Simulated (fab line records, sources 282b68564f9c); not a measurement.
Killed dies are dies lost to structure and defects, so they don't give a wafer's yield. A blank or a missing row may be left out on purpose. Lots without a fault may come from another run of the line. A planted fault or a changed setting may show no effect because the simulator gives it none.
Which tool did it? | flow rit_cmos | 13 lots, 39 wafers sampled, at 5 steps of a route of 202

WHAT THE GAUGES READ, wafer by wafer
RIT_ACTIVE_CD_MEAS_90: target cd 1400 nm. Usual: cd_nm 1400.0 nm, standard deviation 2.5.
lot  | measured    | on        | cd_nm (nm)           | flag
L759 | day 1 15:10 | cd_sem-02 | 1397.4 1396.8 1396.1 |
L760 | day 1 21:32 | cd_sem-01 | 1398.9 1401.6 1401.0 |
L761 | day 2 01:38 | cd_sem-02 | 1401.3 1401.2 1403.6 |
L762 | day 2 06:37 | cd_sem-02 | 1405.1 1401.2 1402.4 |
L763 | day 2 12:05 | cd_sem-01 | 1400.1 1398.2 1399.1 |
L764 | day 2 16:10 | cd_sem-01 | 1402.8 1399.4 1401.9 |
L765 | day 2 22:35 | cd_sem-01 | 1400.9 1398.9 1401.5 |
L770 | day 3 22:22 | cd_sem-01 | 1400.2 1395.9 1398.4 |
L771 | day 4 04:01 | cd_sem-01 | 1398.9 1396.8 1398.5 |
L774 | day 4 18:29 | cd_sem-01 | 1395.8 1397.6 1397.6 |
L777 | day 5 09:20 | cd_sem-01 | 1402.9 1400.2 1401.1 |
L779 | day 5 19:26 | cd_sem-02 | 1396.0 1397.2 1399.9 |
L781 | day 6 06:01 | cd_sem-02 | 1403.6 1400.8 1399.9 |

RIT_FOX1_THK_MEAS_01. Usual: FOX1_OXIDE_THK 350 nm, standard deviation 6.6.
lot  | measured    | on            | FOX1_OXIDE_THK (nm) | flag
L759 | day 1 19:00 | film_metro-02 | 351 354 350         |
L760 | day 1 23:53 | film_metro-01 | 350 349 341         |
L761 | day 2 04:33 | film_metro-04 | 343 343 339         |
L762 | day 2 08:54 | film_metro-01 | 344 349 349         |
L763 | day 2 14:23 | film_metro-04 | 347 345 342         |
L764 | day 2 20:38 | film_metro-01 | 347 350 351         |
L765 | day 3 00:23 | film_metro-01 | 345 347 351         |
L770 | day 4 02:22 | film_metro-02 | 361 361 363         |
L771 | day 4 08:34 | film_metro-04 | 347 356 354         |
L774 | day 4 22:23 | film_metro-04 | 368 364 361         |
L777 | day 5 14:18 | film_metro-04 | 351 354 351         |
L779 | day 5 21:46 | film_metro-04 | 353 346 355         |
L781 | day 6 08:27 | film_metro-01 | 345 349 335         |

RIT_PWELL_TW_MEAS_10. Usual: PWELL_TW 952, standard deviation 8.9.
lot  | measured    | on            | PWELL_TW       | flag
L759 | day 2 00:45 | film_metro-04 | 952 957 952    |
L760 | day 2 05:39 | film_metro-04 | 954 955 961    |
L761 | day 2 12:14 | film_metro-02 | 940 941 939    |
L762 | day 2 14:30 | film_metro-02 | 938 946 941    |
L763 | day 2 20:13 | film_metro-04 | 959 959 957    |
L764 | day 3 02:15 | film_metro-02 | 940 943 939    |
L765 | day 3 06:54 | film_metro-02 | 936 938 938    |
L770 | day 4 09:03 | film_metro-03 | 1037 1035 1037 | OFF
L771 | day 4 14:07 | film_metro-04 | 1036 1031 1035 | OFF
L774 | day 5 03:56 | film_metro-04 | 960 962 958    |
L777 | day 5 20:09 | film_metro-03 | 948 945 948    |
L779 | day 6 03:38 | film_metro-02 | 954 948 956    |
L781 | day 6 14:14 | film_metro-02 | 960 959 963    |

RIT_WELLDRIVE_RS_MEAS_02: measures by four-point-probe. Usual: PWELL_RS 429.9 ohm/sq, standard deviation 1.3.
lot  | measured    | on            | PWELL_RS (ohm/sq) | flag
L759 | day 2 06:01 | film_metro-03 | 431.5 431.9 431.6 |
L760 | day 2 12:12 | film_metro-04 | 430.5 430.6 430.2 |
L761 | day 2 17:30 | film_metro-04 | 428.4 429.4 428.3 |
L762 | day 2 19:47 | film_metro-03 | 430.4 429.1 430.3 |
L763 | day 3 01:29 | film_metro-02 | 430.5 428.9 428.5 |
L764 | day 3 07:58 | film_metro-02 | 429.9 428.2 428.4 |
L765 | day 3 12:53 | film_metro-03 | 428.7 430.0 429.8 |
L770 | day 4 15:04 | film_metro-02 | 371.1 369.6 370.2 | OFF
L771 | day 4 21:12 | film_metro-03 | 369.3 370.2 370.0 | OFF
L774 | day 5 09:17 | film_metro-04 | 430.5 430.3 430.0 |
L777 | day 6 02:58 | film_metro-04 | 431.4 428.8 430.6 |
L779 | day 6 08:55 | film_metro-03 | 429.9 430.1 428.9 |
L781 | day 6 20:40 | film_metro-02 | 428.6 426.6 428.4 |

WHICH TOOL RAN EACH LOT (tool, then ch and the chambers of the sampled wafers, then the start)
lot  | RIT_PWELL_IMPLANT_08
L759 | implanter-04 ch 0, day 2 00:26
L760 | implanter-04 ch 0, day 2 05:21
L761 | implanter-04 ch 0, day 2 11:55
L762 | implanter-02 ch 0, day 2 14:12
L763 | implanter-02 ch 0, day 2 19:55
L764 | implanter-04 ch 0, day 3 01:56
L765 | implanter-02 ch 0, day 3 06:35
L770 | implanter-04 ch 0, day 4 08:46
L771 | implanter-04 ch 0, day 4 13:49
L774 | implanter-03 ch 0, day 5 03:39
L777 | implanter-02 ch 0, day 5 19:50
L779 | implanter-02 ch 0, day 6 03:20
L781 | implanter-02 ch 0, day 6 13:54
- RIT_PWELL_IMPLANT_08

WHAT THE TOOLS THEMSELVES READ (means of the sampled wafers that have a number; where no wafer has one, the mark that the record gives instead)
RIT_PWELL_IMPLANT_08. Usual: dose_ions_cm2 7.002e+13, standard deviation 7.1e+10; faraday_current_uA 222, standard deviation 4.
lot  | tool         | dose_ions_cm2 | faraday_current_uA | flag
L759 | implanter-04 | 7.008e+13     | 224                |
L760 | implanter-04 | 7.010e+13     | 222                |
L761 | implanter-04 | 7.000e+13     | 217                |
L762 | implanter-02 | 7.004e+13     | 220                |
L763 | implanter-02 | 7.005e+13     | 219                |
L764 | implanter-04 | 7.005e+13     | 220                |
L765 | implanter-02 | 7.006e+13     | 226                |
L770 | implanter-04 | 8.858e+13     | 279                | OFF
L771 | implanter-04 | 8.850e+13     | 276                | OFF
L774 | implanter-03 | 7.003e+13     | 219                |
L777 | implanter-02 | 7.011e+13     | 221                |
L779 | implanter-02 | 7.003e+13     | 222                |
L781 | implanter-02 | 7.001e+13     | 223                |

THE ANSWER, worked out from the rows above alone
Rule: a lot is off if the mean of its wafers that have a number lies more than 3 standard deviations from the usual mean. A lot without any number at a reading at which 4 lots or more have one is off too. The other lots that the step has rows for count as sound. The gauges are gone through in route order, then the tools' own readings, and for those a lot's mean is taken as printed above. The first step at which some lot is off is used, and at that step the reading that is off furthest; a lot without a number counts as furthest.
Off: L770, L771, at RIT_PWELL_TW_MEAS_10 (PWELL_TW).
A tool fits if, at a process step before that reading, it ran every lot that is off, and no sound lot after the first of them. The gauges at RIT_PWELL_TW_MEAS_10 aren't tried: what is off there is off at RIT_PWELL_IMPLANT_08 too, on other tools, and a gauge's error can't cause that. One fits: implanter-04 at RIT_PWELL_IMPLANT_08. Its last sound lot is L764 (day 3 01:56), its first lot that is off L770 (day 4 08:46): a fault that began between those two fits.
The tool's own readings at RIT_PWELL_IMPLANT_08 bear it out: on the lots that are off they differ by more than 5 times the standard deviation of the sound lots' means. dose_ions_cm2 reads 8.854e+13 there against 7.005e+13 on the sound lots; faraday_current_uA reads 278 there against 221 on the sound lots.

WHAT THE SIMULATOR HAD PUT IN
Process parameter drift: implanter-04, from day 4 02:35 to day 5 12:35, at RIT_PWELL_IMPLANT_08. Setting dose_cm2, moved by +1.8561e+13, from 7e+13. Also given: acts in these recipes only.
Lots struck among those shown: L770, L771. The rule above found the same.
